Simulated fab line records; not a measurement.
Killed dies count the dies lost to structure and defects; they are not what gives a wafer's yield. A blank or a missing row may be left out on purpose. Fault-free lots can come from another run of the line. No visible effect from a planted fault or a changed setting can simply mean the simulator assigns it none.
Lot-split experiment | flow berkeley-cmos170 | 23 wafers read across 5 lots, on a route 331 steps long

## ON THE SPLIT
At UCB170_START_OXIDATION_02 (target thk 20 nm, ox time 1800 s), the setting temp-c was moved away from the recipe's 950 C on 20 of the 23 wafers read, by -1.4% to +2.4%. All remaining wafers had this setting at the recipe value.

The file shows no step between the split and the reading.

## THE READING
At UCB170_START_THK_MEAS_03: START_OXIDE_THK, given in nm. Typical for fault-free wafers on this fab line: 20.1 nm, with standard deviation 0.37 nm.

wafer  | tool, chamber at the split | temp-c as run, C | against the recipe | START_OXIDE_THK, nm | against lot-mates on the recipe
L075.2 | -, -                       | 964.2            | +1.5%              | 23.0                | no lot-mate on the recipe
L075.3 | -, -                       | 964.2            | +1.5%              | 23.0                | no lot-mate on the recipe
L075.4 | -, -                       | 964.2            | +1.5%              | 23.3                | no lot-mate on the recipe
L075.5 | -, -                       | 964.2            | +1.5%              | 23.2                | no lot-mate on the recipe
L075.6 | -, -                       | 964.2            | +1.5%              | 23.2                | no lot-mate on the recipe
L076.1 | -, -                       | 973.1            | +2.4%              | 25.2                | no lot-mate on the recipe
L076.2 | -, -                       | 973.1            | +2.4%              | 25.3                | no lot-mate on the recipe
L076.4 | -, -                       | 973.1            | +2.4%              | 25.8                | no lot-mate on the recipe
L076.5 | -, -                       | 973.1            | +2.4%              | 25.2                | no lot-mate on the recipe
L076.6 | -, -                       | 973.1            | +2.4%              | 25.3                | no lot-mate on the recipe
L079.1 | furnace-01, 0              | 950              | recipe             | 19.8                | -
L079.4 | furnace-01, 0              | 950              | recipe             | 19.9                | -
L079.6 | furnace-01, 0              | 950              | recipe             | 20.1                | -
L081.1 | -, -                       | 973              | +2.4%              | 24.8                | no lot-mate on the recipe
L081.2 | -, -                       | 973              | +2.4%              | 25.2                | no lot-mate on the recipe
L081.3 | -, -                       | 973              | +2.4%              | 25.2                | no lot-mate on the recipe
L081.4 | -, -                       | 973              | +2.4%              | 25.1                | no lot-mate on the recipe
L081.5 | -, -                       | 973              | +2.4%              | 25.3                | no lot-mate on the recipe
L084.1 | -, -                       | 937.1            | -1.4%              | 17.7                | no lot-mate on the recipe
L084.2 | -, -                       | 937.1            | -1.4%              | 17.6                | no lot-mate on the recipe
L084.3 | -, -                       | 937.1            | -1.4%              | 17.4                | no lot-mate on the recipe
L084.5 | -, -                       | 937.1            | -1.4%              | 17.3                | no lot-mate on the recipe
L084.6 | -, -                       | 937.1            | -1.4%              | 17.7                | no lot-mate on the recipe

THE FIT
A straight line over all 23 wafers: START_OXIDE_THK changes by +2.05 nm for each +1% of temp-c; r = +1.00; the points scatter about the line by 0.24 nm.
Too few moved wafers with a lot-mate on the recipe to fit a line net of each lot's own level.

## THE WHOLE CHAIN: every reading that the file lists as answering this split, in the file's order
step                      | what it does                     | reading                                                                            | change (the file's fit)              | r (the file's)
UCB170_START_OXIDATION_02 | target thk 20 nm, ox time 1800 s | SiO2_of_START_OXIDATION_02.thk-nm (the simulator's own value, which no gauge read) | +2.05 nm for each +1% of the setting | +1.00
UCB170_START_THK_MEAS_03  |                                  | START_OXIDE_THK                                                                    | +2.04 for each +1% of the setting    | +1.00

## THE FILE'S OWN FIT
START_OXIDE_THK changes by +2.04 nm for each +1% of temp-c, r = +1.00.
